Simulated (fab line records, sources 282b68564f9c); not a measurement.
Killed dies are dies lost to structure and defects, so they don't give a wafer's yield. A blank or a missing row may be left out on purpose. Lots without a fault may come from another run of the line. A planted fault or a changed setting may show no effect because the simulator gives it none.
A struck lot beside a sound one | flow rit_cmos | 14 steps out of a route of 202
Sound: wafers L971.2, L971.3, L971.5. Struck: wafers L991.1, L991.3, L991.6. The cause comes at the end.
At each step with rows: each side's tool, then ch and its chambers, then its first start. Under that, the readings that differ: sound wafers | struck wafers | difference of the means | sigmas: that difference in standard deviations of wafers without a fault.
alike: readings whose means differ by less than 2 such deviations, and words and numbers that are the same on both sides. not compared: withheld readings, readings that some wafer has no value for, bounds like >300 that may hide the same value, and numbers for which the record gives no deviation and whose values overlap.
The two part at a step that has a row with sigmas, a row that says differs or no value, or rows on one side only. Numbers that don't overlap but have no deviation are shown without sigmas and don't part them. A reading that every wafer of one side lacks parts them only if that side has two wafers or more.

RIT_SILICIDE_SPUTTER_01: material Ti, target thk 30 nm, time 240 s.
  sound on pvd_sputter-02, day 3 08:57; struck on pvd_sputter-02, day 7 13:07
  alike: throttle_valve_pct
RIT_SILICIDE_RS_MEAS_02: measures by four-point-probe.
  sound on film_metro-01, day 3 09:08; struck on film_metro-01, day 7 13:16
  alike: SILICIDE_TI_RS
RIT_SILICIDE_THK_MEAS_03: measures by xrf.
  sound on film_metro-01, day 3 09:15; struck on film_metro-01, day 7 13:23
  alike: SILICIDE_TI_THK
RIT_SILICIDE_RTA_04: time 10 s, ramp up 5 s, ramp down 5 s.
  sound on rtp_anneal-02 ch 0, day 3 09:19; struck on rtp_anneal-02 ch 0, day 7 13:26
  alike: wafer_temp_C_max
then, 1 step without rows for these wafers: RIT_SILICIDE_WET_ETCH_05 (etches Ti in SPM, time 120 s).
RIT_SILICIDE_RTA_06: time 10 s, ramp up 5 s, ramp down 10 s.
  sound on rtp_anneal-01 ch 0, day 3 09:25; struck on rtp_anneal-01 ch 0, day 7 13:33
  alike: wafer_temp_C_max
RIT_CONTACT_CVD_00: deposits SiO2 from TEOS, target thk 400 nm, time 61 s.
  sound on pecvd-03 ch 0,1,2, day 3 09:29; struck on pecvd-04 ch 0,1,2, day 7 13:37
  alike: heater_power_w, rf_fwd_power_W
  not compared: since_wet_clean_h
RIT_CONTACT_THK_MEAS_01:
  sound on film_metro-04, day 3 09:32; struck on film_metro-04, day 7 13:40
  alike: CONTACT_TEOS_THK
then, 4 steps without rows for these wafers: RIT_CONTACT_HMDS_02 (prime time 60 s); RIT_CONTACT_COAT_03 (resist thk 983.7 nm); RIT_CONTACT_SOFTBAKE_04 (time 60 s); RIT_CONTACT_EXPOSE_05 (exposes mask M11, target cd 1000 nm).
RIT_CONTACT_PEB_06:
  sound on litho_track-02 ch 0, day 3 10:18; struck on litho_track-01, day 7 14:35
  reading         | sound          | struck | difference                    | sigmas
  exhaust_pa (Pa) | 45.1 45.8 45.8 | - - -  | no value on the struck wafers |
  not compared: chill_plate_temp_C
then, 1 step without rows for these wafers: RIT_CONTACT_DEVELOP_07 (develop time 120 s).

WHERE THEY PART
Only at RIT_CONTACT_PEB_06, within this record.

WHY: what the simulator had put in
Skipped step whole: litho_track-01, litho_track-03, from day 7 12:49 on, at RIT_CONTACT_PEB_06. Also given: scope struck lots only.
